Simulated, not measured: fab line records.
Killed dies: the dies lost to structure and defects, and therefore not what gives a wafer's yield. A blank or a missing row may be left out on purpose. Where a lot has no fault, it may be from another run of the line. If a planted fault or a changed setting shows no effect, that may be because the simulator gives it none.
Commonality check across tools :: flow rit cmos :: 14 lots, 42 wafers sampled

== WHAT PROMPTED THE OPENING ==
Of 14 lots, 2 have the reading PLDD_RS flagged at RIT_SDANNEAL_RS_MEAS_06. Wafers without a fault read 178.6 ohm/sq, standard deviation 0.48.
Rule: flag the lot when none of its wafers has a number, or when each of its wafers that has one lies beyond 4 standard deviations from that mean. As for the other lots, they are considered sound.

lot: L910
measured: day 3 02:48
on: film metro-04
PLDD_RS (ohm/sq), wafer by wafer: 178.7 178.6 178.8
flag: 

lot: L911
measured: day 3 07:41
on: film metro-04
PLDD_RS (ohm/sq), wafer by wafer: 178.4 179.0 178.5
flag: 

lot: L912
measured: day 3 13:05
on: film metro-03
PLDD_RS (ohm/sq), wafer by wafer: 179.6 178.4 178.9
flag: 

lot: L914
measured: day 3 22:49
on: film metro-03
PLDD_RS (ohm/sq), wafer by wafer: 179.0 178.2 178.8
flag: 

lot: L915
measured: day 4 06:10
on: film metro-04
PLDD_RS (ohm/sq), wafer by wafer: 178.2 178.6 178.7
flag: 

lot: L916
measured: day 4 08:02
on: film metro-03
PLDD_RS (ohm/sq), wafer by wafer: 178.0 178.2 178.6
flag: 

lot: L917
measured: day 4 13:02
on: film metro-03
PLDD_RS (ohm/sq), wafer by wafer: 178.2 178.5 178.2
flag: 

lot: L918
measured: day 4 18:47
on: film metro-04
PLDD_RS (ohm/sq), wafer by wafer: 178.6 178.8 179.3
flag: 

lot: L920
measured: day 5 06:23
on: film metro-04
PLDD_RS (ohm/sq), wafer by wafer: 178.0 177.8 178.0
flag: 

lot: L921
measured: day 5 09:46
on: film metro-04
PLDD_RS (ohm/sq), wafer by wafer: 178.7 178.9 177.8
flag: 

lot: L924
measured: day 6 06:35
on: film metro-02
PLDD_RS (ohm/sq), wafer by wafer: 183.4 183.9 183.3
flag: FLAGGED

lot: L927
measured: day 6 16:44
on: film metro-03
PLDD_RS (ohm/sq), wafer by wafer: 183.6 184.1 184.4
flag: FLAGGED

lot: L932
measured: day 7 15:46
on: film metro-02
PLDD_RS (ohm/sq), wafer by wafer: 179.1 178.6 179.3
flag: 

lot: L933
measured: day 7 21:40
on: film metro-02
PLDD_RS (ohm/sq), wafer by wafer: 177.8 178.3 178.1
flag: 
The mean of the flagged lots' numbers is 183.8 ohm/sq, +5.2 ohm/sq from the usual (+11 standard deviations).

== EACH LOT AND THE TOOL IT RAN ON ==
The record keeps 1 process step preceding the reading, out of 202 steps on the route. Every cell lists first the tool, next ch and the chambers used by the sampled wafers, and last the start.
lot: L910
flag: 
RIT_PLDD_IMPLANT_08: implanter-02 ch 0, day 2 20:08

lot: L911
flag: 
RIT_PLDD_IMPLANT_08: implanter-04 ch 0, day 3 01:08

lot: L912
flag: 
RIT_PLDD_IMPLANT_08: implanter-03 ch 0, day 3 06:29

lot: L914
flag: 
RIT_PLDD_IMPLANT_08: implanter-03 ch 0, day 3 16:09

lot: L915
flag: 
RIT_PLDD_IMPLANT_08: implanter-02 ch 0, day 3 23:28

lot: L916
flag: 
RIT_PLDD_IMPLANT_08: implanter-02 ch 0, day 4 01:10

lot: L917
flag: 
RIT_PLDD_IMPLANT_08: implanter-03 ch 0, day 4 06:38

lot: L918
flag: 
RIT_PLDD_IMPLANT_08: implanter-03 ch 0, day 4 11:08

lot: L920
flag: 
RIT_PLDD_IMPLANT_08: implanter-03 ch 0, day 4 22:26

lot: L921
flag: 
RIT_PLDD_IMPLANT_08: implanter-04 ch 0, day 5 03:05

lot: L924
flag: FLAGGED
RIT_PLDD_IMPLANT_08: implanter-03 ch 0, day 6 00:02

lot: L927
flag: FLAGGED
RIT_PLDD_IMPLANT_08: implanter-03 ch 0, day 6 10:09

lot: L932
flag: 
RIT_PLDD_IMPLANT_08: implanter-02 ch 0, day 7 09:04

lot: L933
flag: 
RIT_PLDD_IMPLANT_08: implanter-02 ch 0, day 7 14:38
These steps, and what they do:
- RIT_PLDD_IMPLANT_08
- RIT_SDANNEAL_RS_MEAS_06: measures by four-point-probe.

== FLAGGED OVER TOTAL, TOOL BY TOOL (the gauges that took the reading come last) ==
step: RIT_PLDD_IMPLANT_08
tool: implanter-02
lots run: 5
flagged: 0
share of the flagged lots: none
sound lots run after its first flagged lot: -

step: RIT_PLDD_IMPLANT_08
tool: implanter-03
lots run: 7
flagged: 2
share of the flagged lots: all
sound lots run after its first flagged lot: 0

step: RIT_PLDD_IMPLANT_08
tool: implanter-04
lots run: 2
flagged: 0
share of the flagged lots: none
sound lots run after its first flagged lot: -

step: RIT_SDANNEAL_RS_MEAS_06
tool: film metro-02
lots run: 3
flagged: 1
share of the flagged lots: some
sound lots run after its first flagged lot: 2 (L932,L933)

step: RIT_SDANNEAL_RS_MEAS_06
tool: film metro-03
lots run: 5
flagged: 1
share of the flagged lots: some
sound lots run after its first flagged lot: 0

step: RIT_SDANNEAL_RS_MEAS_06
tool: film metro-04
lots run: 6
flagged: 0
share of the flagged lots: none
sound lots run after its first flagged lot: -

== THE TABLE: WHAT IT ALLOWS ==
Rows of the table that ran each flagged lot: 1, that is implanter-03 at RIT_PLDD_IMPLANT_08.
- implanter-03 at RIT_PLDD_IMPLANT_08: 2 of its 7 lots flagged. It ran its last sound lot, L920, at day 4 22:26 and its first flagged lot, L924, at day 6 00:02: a fault with its onset between the two fits.
One tool is left: implanter-03 at RIT_PLDD_IMPLANT_08.

== WHAT HAD BEEN PUT IN BY THE SIMULATOR ==
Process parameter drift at RIT_PLDD_IMPLANT_08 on implanter-03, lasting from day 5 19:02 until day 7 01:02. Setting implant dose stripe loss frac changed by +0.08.
Shown lots that were struck: L924, L927. The rule given above showed the same thing.
